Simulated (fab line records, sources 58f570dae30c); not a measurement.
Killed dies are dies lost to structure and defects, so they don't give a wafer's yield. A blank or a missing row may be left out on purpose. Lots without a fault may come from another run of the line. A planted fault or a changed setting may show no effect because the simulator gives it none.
fab line records | flow berkeley_cmos170
record lots=5 wafers=15 last_day=11
route steps=331 shown PFIELD@84 FIELD@89
lots that met no fault: from a run of the same line without faults
start_h: hours from the record's first day to the start of the lot's first wafer shown | wait_h: hours since the lot's step before | " the same as in the row above | L1.1+2: a row that stands for several wafers | - no value, or no start given | * or withheld: withheld | < > ~ a bound
route shown NAME@n: a module of which the file shows steps, and the number in the route of the first | usual: mean/standard deviation of fault-free wafers | same: alike in all rows | chamber/n: place in a boat | sites: the reading at each site | _std_site: their standard deviation | _edge_site: outer sites' mean less inner sites' | radius_mm: how far each site lies from the wafer's centre | mask NAME#n: copy n | behind: the tool/chamber that last shaped the wafer | hold: why the lot was held/for how many hours/how that ended | device: the transistor (n, p or np) that didn't switch | end of line: the same wafers' tests at the end of the route | a step without rows: its recipe alone | killed: dies lost to structure and defects at the first sort, not the wafer's yield | map: a wafer's dies, x killed, . not, _ none there
set.NAME: the setting as run; set.NAME@STEP: as run at that earlier step | model.NAME: the simulator's own value behind a step, which no gauge read
lots at some steps of the route; a table a step, a row a wafer
services: from which hour (start_h, from the record's first day; less than 0 if before it) a tool's chamber was out of use, for how many hours, and why
## steps
# step UCB170_PFIELD_DEVELOP_05
# recipe developer=TMAH develop_time_s=45 resist=KrF dev_temp_c=21
# usual developer_temp_C=21.00/0.096 resist_line_temp_C=23.00/0.12
# columns lot.wafer tool chamber start_h wait_h developer_temp_C resist_line_temp_C
L081.2 litho_track-01 0 - - 21.20 22.77
L081.5 " 0 " " 21.05 22.72
L081.6 " 0 " " 21.04 22.80
L090.1 litho_track-02 0 - - 20.98 23.05
L090.3 " 0 " " 21.01 23.03
L090.5 " 0 " " 20.99 23.17
L092.1 litho_track-02 0 - - 20.92 23.05
L092.2 " 0 " " 20.95 22.95
L092.4 " 0 " " 20.99 23.00
L096.3 litho_track-03 0 - - 20.93 23.06
L096.4 " 0 " " 20.81 23.09
L096.5 " 0 " " 20.97 23.17
L095.2 litho_track-01 0 - - 20.97 23.15
L095.4 " 0 " " 20.95 23.09
L095.6 " 0 " " 20.97 23.10
# step UCB170_PFIELD_OVL_MEAS_06
# usual PFIELD_OVL=-1/5.3
# columns lot.wafer tool chamber start_h wait_h PFIELD_OVL[nm]
L081.2 overlay-02 - 111.93 - -13
L081.5 " - " " -6
L081.6 " - " " -9
L090.1 overlay-02 - 152.88 - 5
L090.3 " - " " -8
L090.5 " - " " 3
L092.1 overlay-02 - 167.19 - -6
L092.2 " - " " 1
L092.4 " - " " 10
L096.3 overlay-02 - 184.94 - 9
L096.4 " - " " 1
L096.5 " - " " 2
L095.2 overlay-02 - 185.46 - -8
L095.4 " - " " -8
L095.6 " - " " -8
# step UCB170_PFIELD_IMPLANT_07
# recipe species=B dose_cm2=2e+13 energy_kev=80 tilt_deg=7
# columns lot.wafer tool chamber start_h wait_h
L081.2+5+6 implanter-03 0 111.99 0.0
L090.1+3+5 implanter-01 0 152.92 0.0
L092.1+2+4 implanter-03 0 167.23 0.0
L096.3+4+5 implanter-01 0 185.01 0.1
L095.2+4+6 implanter-02 0 185.51 0.0
# step UCB170_PFIELD_STRIP_08
# recipe chemistry=O2 power_w=400 pressure_mtorr=3500 platen_temp_c=withheld o2_flow_sccm=400 overash_fraction=0.5
# usual drypump_motor_current_A=5.65/0.26 oes_product_au=0.734/0.0046 strip_time_to_endpoint_s=21.67/0.057
# same overash_fraction=0.5
# columns lot.wafer tool chamber start_h wait_h drypump_motor_current_A oes_product_au rf_hours_counter_h strip_time_to_endpoint_s
L081.2 plasma_asher-03 0 112.11 0.1 5.61 0.731 35 21.69
L081.5 " 1 " " 5.57 0.723 - 21.68
L081.6 " 0 " " 5.62 0.742 - 21.73
L090.1 plasma_asher-03 0 153.07 0.1 5.59 0.730 40 21.71
L090.3 " 1 " " 5.57 0.738 - 21.69
L090.5 " 1 " " 5.53 0.727 - 21.70
L092.1 plasma_asher-03 1 167.38 0.1 5.55 0.733 41 21.76
L092.2 " 0 " " 5.62 0.739 41 21.71
L092.4 " 1 " " 5.54 0.737 - 21.72
L096.3 plasma_asher-03 0 185.15 0.1 5.62 0.742 - 21.65
L096.4 " 1 " " 5.59 0.738 - 21.67
L096.5 " 1 " " 5.59 0.739 - 21.69
L095.2 plasma_asher-04 1 185.64 0.1 6.23 0.738 45 21.76
L095.4 " 0 " " 5.31 0.731 - 21.70
L095.6 " 1 " " 6.22 0.737 - 21.67
# step UCB170_PFIELD_TW_MEAS_09
# usual PFIELD_TW=598/4.6
# columns lot.wafer tool chamber start_h wait_h PFIELD_TW
L081.2 film_metro-02 - 112.22 0.1 601
L081.5 " - " " 600
L081.6 " - " " 602
L090.1 film_metro-02 - 153.17 0.1 600
L090.3 " - " " 600
L090.5 " - " " 599
L092.1 film_metro-03 - 167.48 0.1 594
L092.2 " - " " 600
L092.4 " - " " 592
L096.3 film_metro-02 - 185.23 0.1 597
L096.4 " - " " 599
L096.5 " - " " 595
L095.2 film_metro-03 - 185.75 0.1 594
L095.4 " - " " 596
L095.6 " - " " 595
# step UCB170_FIELD_CLEAN_00
# recipe chemistry=dHF dilution=25:1 time_s=7.5
# columns lot.wafer tool chamber start_h wait_h
L081.2+5+6 wet_bench-04 0 112.27 0.0
L090.1+3+5 wet_bench-02 2 153.23 0.1
L092.1+2+4 wet_bench-04 0 167.54 0.1
L096.3+4+5 wet_bench-04 2 185.27 0.0
L095.2+4+6 wet_bench-04 2 185.80 0.0
# step UCB170_FIELD_OXIDATION_01
# recipe temp_c=1000 ambient=H2O p_h2o_torr=584.62 target_thk_a=5583 ox_time_s=7200
# usual tube_center_temp_C_max=1002.6/0.38 zone_power_centre_pct=46/3.9
# columns lot.wafer tool chamber start_h wait_h tube_center_temp_C_max zone_power_centre_pct
L081.2 furnace-03 0 113.09 0.8 1002.5 49
L081.5 " 0 " " 1002.5 48
L081.6 " 0 " " 1002.4 49
L090.1 furnace-01 0 155.16 1.9 1002.4 40
L090.3 " 0 " " 1002.7 40
L090.5 " 0 " " 1001.6 40
L092.1 furnace-01 0 171.12 3.6 1002.8 40
L092.2 " 0 " " 1002.4 40
L092.4 " 0 " " 1002.6 40
L095.2 furnace-02 0 188.92 3.1 1003.0 48
L095.4 " 0 " " 1002.5 49
L095.6 " 0 " " 1002.3 48
L096.3 furnace-02 0 188.92 3.6 1002.8 49
L096.4 " 0 " " 1002.5 49
L096.5 " 0 " " 1002.8 49
# step UCB170_FIELD_THK_MEAS_02
# recipe reads=SiO2_of_FIELD_OXIDATION_01
# usual FIELD_OXIDE_THK=560/9.7
# columns lot.wafer tool chamber start_h wait_h FIELD_OXIDE_THK[nm]
L081.2 film_metro-02 - 116.10 0.0 558
L081.5 " - " " 557
L081.6 " - " " 556
L090.1 film_metro-03 - 158.16 0.0 551
L090.3 " - " " 552
L090.5 " - " " 558
L092.1 film_metro-01 - 174.12 0.0 578
L092.2 " - " " 574
L092.4 " - " " 577
L095.2 film_metro-03 - 191.93 0.0 560
L095.4 " - " " 557
L095.6 " - " " 571
L096.3 film_metro-02 - 191.94 0.0 567
L096.4 " - " " 557
L096.5 " - " " 550
# step UCB170_FIELD_ANNEAL_03
# recipe temp_c=1000 time_s=1200 ambient=N2
# usual tube_center_temp_C_max=1002.5/0.44 zone_power_centre_pct=44/4.4
# columns lot.wafer tool chamber start_h wait_h tube_center_temp_C_max zone_power_centre_pct
L081.2 furnace-02 0 117.75 1.6 1002.2 49
L081.5 " 0 " " 1003.0 48
L081.6 " 0 " " 1002.2 48
L090.1 furnace-01 0 161.58 3.4 1002.6 40
L090.3 " 0 " " 1002.4 40
L090.5 " 0 " " 1002.3 41
L092.1 furnace-02 0 176.39 2.3 1002.6 49
L092.2 " 0 " " 1002.2 48
L092.4 " 0 " " 1002.5 48
L095.2 furnace-01 0 194.90 3.0 1003.7 40
L095.4 " 0 " " 1002.5 39
L095.6 " 0 " " 1002.4 40
L096.3 furnace-01 0 194.90 2.9 1002.6 40
L096.4 " 0 " " 1002.3 40
L096.5 " 0 " " 1002.3 40
# step UCB170_FIELD_WET_ETCH_04
# recipe chemistry=dHF dilution=10:1 target=SiO2 temp_c=25 time_s=60
# columns lot.wafer tool chamber start_h wait_h
L081.2+5+6 wet_bench-04 0 119.19 0.1
L090.1+3+5 wet_bench-04 2 162.92 0.0
L092.1+2+4 wet_bench-04 3 177.72 0.0
L095.2+4+6 wet_bench-04 3 196.23 0.0
L096.3+4+5 wet_bench-04 2 196.23 0.0
# step UCB170_FIELD_WET_ETCH_05
# recipe chemistry=H3PO4 target=Si3N4 temp_c=160 time_s=12600
# columns lot.wafer tool chamber start_h wait_h
L081.2+5+6 wet_bench-04 2 119.22 0.0
L090.1+3+5 wet_bench-03 3 162.95 0.0
L092.1+2+4 wet_bench-04 1 177.75 0.0
L095.2+4+6 wet_bench-03 0 196.26 0.0
L096.3+4+5 wet_bench-03 2 196.26 0.0
# step UCB170_FIELD_WET_ETCH_06
# recipe chemistry=BOE dilution=5:1 target=SiO2 temp_c=25 time_s=22
# columns lot.wafer tool chamber start_h wait_h
L081.2+5+6 wet_bench-04 2 123.25 0.5
L090.1+3+5 wet_bench-04 1 166.46 0.0
L092.1+2+4 wet_bench-04 1 181.26 0.0
L095.2+4+6 wet_bench-02 1 200.08 0.0
L096.3+4+5 wet_bench-02 0 200.08 0.0
# step UCB170_FIELD_THK_MEAS_90
# recipe reads=SiO2_of_FIELD_OXIDATION_01
# usual FIELD_OXIDE_LEFT_1_THK=443/10
# columns lot.wafer tool chamber start_h wait_h FIELD_OXIDE_LEFT_1_THK[nm]
L081.2 film_metro-03 - 123.28 0.0 442
L081.5 " - " " 441
L081.6 " - " " 439
L090.1 film_metro-03 - 166.47 0.0 434
L090.3 " - " " 436
L090.5 " - " " 442
L092.1 film_metro-01 - 181.27 0.0 462
L092.2 " - " " 459
L092.4 " - " " 461
L095.2 film_metro-03 - 200.11 0.0 444
L095.4 " - " " 441
L095.6 " - " " 455
L096.3 film_metro-02 - 200.12 0.0 451
L096.4 " - " " 442
L096.5 " - " " 434
## services
# columns tool chamber start_h hours kind
implanter-01 - 90.29 5.5 pm
plasma_asher-04 - 106.57 6.7 repair
furnace-03 - 142.61 3.7 pm
furnace-01 - 158.16 3.4 pm
implanter-02 - 168.29 2.3 repair
plasma_asher-04 - 188.00 1.8 repair
furnace-01 - 188.73 2.4 pm
implanter-02 - 188.80 4.8 pm
## key
fault none
